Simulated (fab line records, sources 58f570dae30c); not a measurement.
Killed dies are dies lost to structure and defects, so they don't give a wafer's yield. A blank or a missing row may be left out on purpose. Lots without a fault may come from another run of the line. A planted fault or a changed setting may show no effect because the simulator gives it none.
fab line records | flow berkeley_cmos170
record lots=14 wafers=42 last_day=12
route steps=331 shown NVT@111 PLDD@151 SDANNEAL@204 NSD@207
lots that met no fault: from a run of the same line without faults
start_h: hours from the record's first day to the start of the lot's first wafer shown | wait_h: hours since the lot's step before | " the same as in the row above | L1.1+2: a row that stands for several wafers | - no value, or no start given | * or withheld: withheld | < > ~ a bound
route shown NAME@n: a module of which the file shows steps, and the number in the route of the first | usual: mean/standard deviation of fault-free wafers | same: alike in all rows | chamber/n: place in a boat | sites: the reading at each site | _std_site: their standard deviation | _edge_site: outer sites' mean less inner sites' | radius_mm: how far each site lies from the wafer's centre | mask NAME#n: copy n | behind: the tool/chamber that last shaped the wafer | hold: why the lot was held/for how many hours/how that ended | device: the transistor (n, p or np) that didn't switch | end of line: the same wafers' tests at the end of the route | a step without rows: its recipe alone | killed: dies lost to structure and defects at the first sort, not the wafer's yield | map: a wafer's dies, x killed, . not, _ none there
set.NAME: the setting as run; set.NAME@STEP: as run at that earlier step | model.NAME: the simulator's own value behind a step, which no gauge read
steps of the route over a sample of lots; a table a step, a row a wafer
services: from which hour (start_h, from the record's first day; less than 0 if before it) a tool's chamber was out of use, for how many hours, and why
## steps
# step UCB170_NVT_IMPLANT_07
# recipe species=BF2 dose_cm2=3e+12 energy_kev=50 tilt_deg=7
# usual dose_ions_cm2=3e+12/3.1e+09 faraday_current_uA=9.51/0.18
# same implant_ion_amu=49
# columns lot.wafer tool chamber start_h wait_h dose_ions_cm2 faraday_current_uA
L583.2 implanter-01 0 117.51 0.0 2.999e+12 9.13
L583.5 " 0 " " 3e+12 9.29
L583.6 " 0 " " 2.999e+12 9.45
L585.3 implanter-01 0 129.35 0.1 3.002e+12 9.96
L585.4 " 0 " " 2.999e+12 9.39
L585.5 " 0 " " 2.997e+12 9.53
L587.1 implanter-03 0 148.72 0.0 3e+12 9.48
L587.3 " 0 " " 3.003e+12 9.48
L587.5 " 0 " " 3e+12 9.51
L589.2 implanter-01 0 153.02 0.0 2.998e+12 9.18
L589.3 " 0 " " 3.004e+12 9.63
L589.5 " 0 " " 2.998e+12 9.53
L588.1 implanter-03 0 153.24 0.0 2.995e+12 9.30
L588.2 " 0 " " 2.995e+12 9.52
L588.3 " 0 " " 2.999e+12 9.54
L590.1 implanter-01 0 164.87 0.0 2.993e+12 9.34
L590.3 " 0 " " 2.994e+12 9.57
L590.6 " 0 " " 2.995e+12 9.23
L592.1 implanter-01 0 172.67 0.0 2.997e+12 9.19
L592.3 " 0 " " 3.001e+12 9.37
L592.5 " 0 " " 3e+12 9.32
L591.1 implanter-03 0 172.92 0.0 3.005e+12 9.48
L591.3 " 0 " " 3.003e+12 9.53
L591.6 " 0 " " 3.004e+12 9.18
L594.2 implanter-03 0 186.65 0.0 3.006e+12 9.80
L594.5 " 0 " " 2.997e+12 9.26
L594.6 " 0 " " 2.999e+12 9.71
L595.1 implanter-01 0 186.90 0.0 2.341e+12 7.44
L595.3 " 0 " " 2.341e+12 7.56
L595.6 " 0 " " 2.343e+12 7.44
L598.1 implanter-01 0 202.89 0.0 2.335e+12 7.31
L598.5 " 0 " " 2.341e+12 7.67
L598.6 " 0 " " 2.342e+12 7.32
L600.1 implanter-03 0 221.31 0.0 2.999e+12 9.37
L600.3 " 0 " " 3.003e+12 9.62
L600.4 " 0 " " 3.004e+12 9.17
L603.1 implanter-02 0 227.83 0.0 3.003e+12 9.41
L603.2 " 0 " " 3e+12 9.34
L603.3 " 0 " " 2.999e+12 9.08
L602.1 implanter-03 0 227.91 0.0 2.997e+12 9.71
L602.2 " 0 " " 2.998e+12 9.40
L602.4 " 0 " " 3.002e+12 9.64
# step UCB170_NVT_TW_MEAS_09
# usual NVT_TW=527/3
# columns lot.wafer tool chamber start_h wait_h NVT_TW
L583.2 film_metro-03 - 117.75 0.1 523
L583.5 " - " " 521
L583.6 " - " " 522
L585.3 film_metro-02 - 129.57 0.1 530
L585.4 " - " " 528
L585.5 " - " " 531
L587.1 film_metro-02 - 148.97 0.1 532
L587.3 " - " " 528
L587.5 " - " " 530
L589.2 film_metro-02 - 153.25 0.1 531
L589.3 " - " " 533
L589.5 " - " " 529
L588.1 film_metro-03 - 153.49 0.1 524
L588.2 " - " " 524
L588.3 " - " " 523
L590.1 film_metro-01 - 165.12 0.1 530
L590.3 " - " " 531
L590.6 " - " " 529
L592.1 film_metro-01 - 172.92 0.1 531
L592.3 " - " " 527
L592.5 " - " " 527
L591.1 film_metro-03 - 173.17 0.1 527
L591.3 " - " " 525
L591.6 " - " " 525
L594.2 film_metro-01 - 186.89 0.1 529
L594.5 " - " " 529
L594.6 " - " " 527
L595.1 film_metro-03 - 187.15 0.1 487
L595.3 " - " " 488
L595.6 " - " " 487
L598.1 film_metro-01 - 203.14 0.1 486
L598.5 " - " " 489
L598.6 " - " " 486
L600.1 film_metro-03 - 221.56 0.1 528
L600.3 " - " " 526
L600.4 " - " " 528
L603.1 film_metro-01 - 228.08 0.1 526
L603.2 " - " " 528
L603.3 " - " " 530
L602.1 film_metro-03 - 228.18 0.1 527
L602.2 " - " " 526
L602.4 " - " " 529
# step UCB170_PLDD_CD_MEAS_06
# recipe target_cd_nm=1200
# usual cd_nm=1200.2/1.3
# columns lot.wafer tool chamber start_h wait_h cd_nm
L583.2 cd_sem-01 - 136.66 - 1200.8
L583.5 " - " " 1199.9
L583.6 " - " " 1200.6
L585.3 cd_sem-02 - 149.27 - 1198.6
L585.4 " - " " 1201.2
L585.5 " - " " 1199.5
L587.1 cd_sem-02 - 167.11 - 1199.7
L587.3 " - " " 1199.9
L587.5 " - " " 1198.4
L588.1 cd_sem-02 - 172.32 - 1202.9
L588.2 " - " " 1202.5
L588.3 " - " " 1202.9
L589.2 cd_sem-02 - 172.58 - 1200.2
L589.3 " - " " 1200.9
L589.5 " - " " 1201.3
L590.1 cd_sem-01 - 184.28 - 1197.6
L590.3 " - " " 1198.8
L590.6 " - " " 1198.9
L591.1 cd_sem-01 - 189.68 - 1201.9
L591.3 " - " " 1202.5
L591.6 " - " " 1201.6
L592.1 cd_sem-02 - 190.03 - 1199.7
L592.3 " - " " 1200.5
L592.5 " - " " 1199.7
L594.2 cd_sem-01 - 208.96 - 1199.9
L594.5 " - " " 1199.4
L594.6 " - " " 1197.2
L595.1 cd_sem-02 - 209.15 - 1199.6
L595.3 " - " " 1200.0
L595.6 " - " " 1199.5
L598.1 cd_sem-01 - 222.00 - 1201.8
L598.5 " - " " 1200.1
L598.6 " - " " 1202.4
L600.1 cd_sem-01 - 234.48 - 1199.5
L600.3 " - " " 1200.1
L600.4 " - " " 1199.8
L602.1 cd_sem-01 - 245.66 - 1200.6
L602.2 " - " " 1200.0
L602.4 " - " " 1199.7
L603.1 cd_sem-01 - 246.18 - 1197.5
L603.2 " - " " 1199.8
L603.3 " - " " 1198.6
# step UCB170_SDANNEAL_RTA_00
# recipe temp_c=900 time_s=10 ambient=N2
# usual lamp_power_pct=23.0/2.7 wafer_temp_C_max=903.5/0.78
# columns lot.wafer tool chamber start_h wait_h lamp_power_pct wafer_temp_C_max
L583.2 rtp_anneal-02 0 153.39 0.0 20.4 903.2
L583.5 " 0 " " 20.3 903.8
L583.6 " 0 " " 20.3 904.2
L585.3 rtp_anneal-01 0 160.00 0.0 25.7 903.5
L585.4 " 0 " " 25.7 905.4
L585.5 " 0 " " 25.7 904.0
L587.1 rtp_anneal-01 0 179.04 0.0 25.7 903.5
L587.3 " 0 " " 25.7 903.5
L587.5 " 0 " " 25.7 903.1
L588.1 rtp_anneal-01 0 184.66 0.0 25.7 906.0
L588.2 " 0 " " 25.8 901.9
L588.3 " 0 " " 25.7 903.8
L589.2 rtp_anneal-02 0 185.03 0.0 20.4 902.2
L589.3 " 0 " " 20.4 902.8
L589.5 " 0 " " 20.4 903.9
L590.1 rtp_anneal-01 0 196.69 0.0 25.7 902.1
L590.3 " 0 " " 25.8 903.4
L590.6 " 0 " " 25.7 903.7
L591.1 rtp_anneal-02 0 203.09 0.0 20.4 903.5
L591.3 " 0 " " 20.3 904.1
L591.6 " 0 " " 20.3 903.3
L592.1 rtp_anneal-01 0 203.57 0.0 25.7 905.1
L592.3 " 0 " " 25.7 903.3
L592.5 " 0 " " 25.7 903.9
L594.2 rtp_anneal-01 0 222.47 0.0 25.8 904.5
L594.5 " 0 " " 25.8 902.3
L594.6 " 0 " " 25.7 903.5
L595.1 rtp_anneal-02 0 223.01 0.0 20.3 904.9
L595.3 " 0 " " 20.4 904.2
L595.6 " 0 " " 20.3 904.0
L598.1 rtp_anneal-02 0 232.63 0.0 20.3 905.1
L598.5 " 0 " " 20.3 903.4
L598.6 " 0 " " 20.4 903.2
L600.1 rtp_anneal-01 0 247.90 0.0 25.8 903.6
L600.3 " 0 " " 25.8 903.3
L600.4 " 0 " " 25.8 903.7
L602.1 rtp_anneal-01 0 258.66 0.0 25.8 903.0
L602.2 " 0 " " 25.7 903.1
L602.4 " 0 " " 25.7 902.9
L603.1 rtp_anneal-02 0 258.99 0.0 20.3 902.1
L603.2 " 0 " " 20.3 903.9
L603.3 " 0 " " 20.4 902.6
# step UCB170_SDANNEAL_RS_MEAS_03
# recipe thk_meas_gauge=four-point-probe
# usual NSD_RS=37.28/0.078
# columns lot.wafer tool chamber start_h wait_h NSD_RS[ohm/sq]
L583.2 film_metro-02 - 153.76 0.1 37.31
L583.5 " - " " 37.25
L583.6 " - " " 37.22
L585.3 film_metro-04 - 160.26 0.1 37.32
L585.4 " - " " 37.32
L585.5 " - " " 37.27
L587.1 film_metro-02 - 179.28 0.1 37.38
L587.3 " - " " 37.40
L587.5 " - " " 37.22
L588.1 film_metro-04 - 184.91 0.1 37.28
L588.2 " - " " 37.39
L588.3 " - " " 37.31
L589.2 film_metro-02 - 185.29 0.1 37.41
L589.3 " - " " 37.24
L589.5 " - " " 37.27
L590.1 film_metro-04 - 196.93 0.1 37.12
L590.3 " - " " 37.09
L590.6 " - " " 37.22
L591.1 film_metro-02 - 203.34 0.1 37.27
L591.3 " - " " 37.27
L591.6 " - " " 37.23
L592.1 film_metro-04 - 203.82 0.1 37.12
L592.3 " - " " 37.13
L592.5 " - " " 37.11
L594.2 film_metro-04 - 222.72 0.1 37.22
L594.5 " - " " 37.30
L594.6 " - " " 37.31
L595.1 film_metro-01 - 223.25 0.1 37.23
L595.3 " - " " 37.21
L595.6 " - " " 37.21
L598.1 film_metro-02 - 232.87 0.1 37.31
L598.5 " - " " 37.32
L598.6 " - " " 37.25
L600.1 film_metro-02 - 248.15 0.1 37.19
L600.3 " - " " 37.30
L600.4 " - " " 37.28
L602.1 film_metro-04 - 258.91 0.1 37.33
L602.2 " - " " 37.32
L602.4 " - " " 37.33
L603.1 film_metro-01 - 259.23 0.1 37.33
L603.2 " - " " 37.46
L603.3 " - " " 37.28
## services
# columns tool chamber start_h hours kind
implanter-02 - 126.55 4.6 pm
implanter-02 - 131.14 16.0 pm
implanter-03 - 146.94 1.7 repair
implanter-02 - 147.10 3.6 pm
implanter-03 - 150.65 2.5 repair
implanter-02 - 189.45 1.9 repair
## key
first_sign step=UCB170_NVT_IMPLANT_07 reading=dose_ions_cm2 direction=down sigmas=99+ usual=3e+12 struck=2.341e+12
effect step=UCB170_NVT_IMPLANT_07 reading=faraday_current_uA direction=down sigmas=11 usual=9.51 struck=7.46
effect step=UCB170_NVT_TW_MEAS_09 reading=NVT_TW direction=down sigmas=13 usual=527 struck=487
met_at UCB170_NVT_IMPLANT_07
struck_lots L595,L598
tester_left_out L595,L598
loop_trim step=UCB170_M3_EXPOSE_12 setting=dose lots=L598
not_acting_at UCB170_PLDD_CD_MEAS_06,UCB170_SDANNEAL_RTA_00,UCB170_SDANNEAL_RS_MEAS_03
onset_between 172.67 186.90
fault kind=process_parameter_drift tool=implanter-01 chamber=- onset_h=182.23 steps=UCB170_NVT_IMPLANT_07 channel=dose_cm2 offset=-6.6e+11 shape=step end_h=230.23 acts_in=these_recipes_only stated=3e+12
# tester_left_out: of these lots the tester's yield and bins aren't shown, on N5 and GAA mostly nor the transistor test; their killed dies are dies lost to structure and defects alone, not to doping, threshold or leakage, so they don't give the yield
# loop_trim: a control loop set the setting to another value than it would have without faults
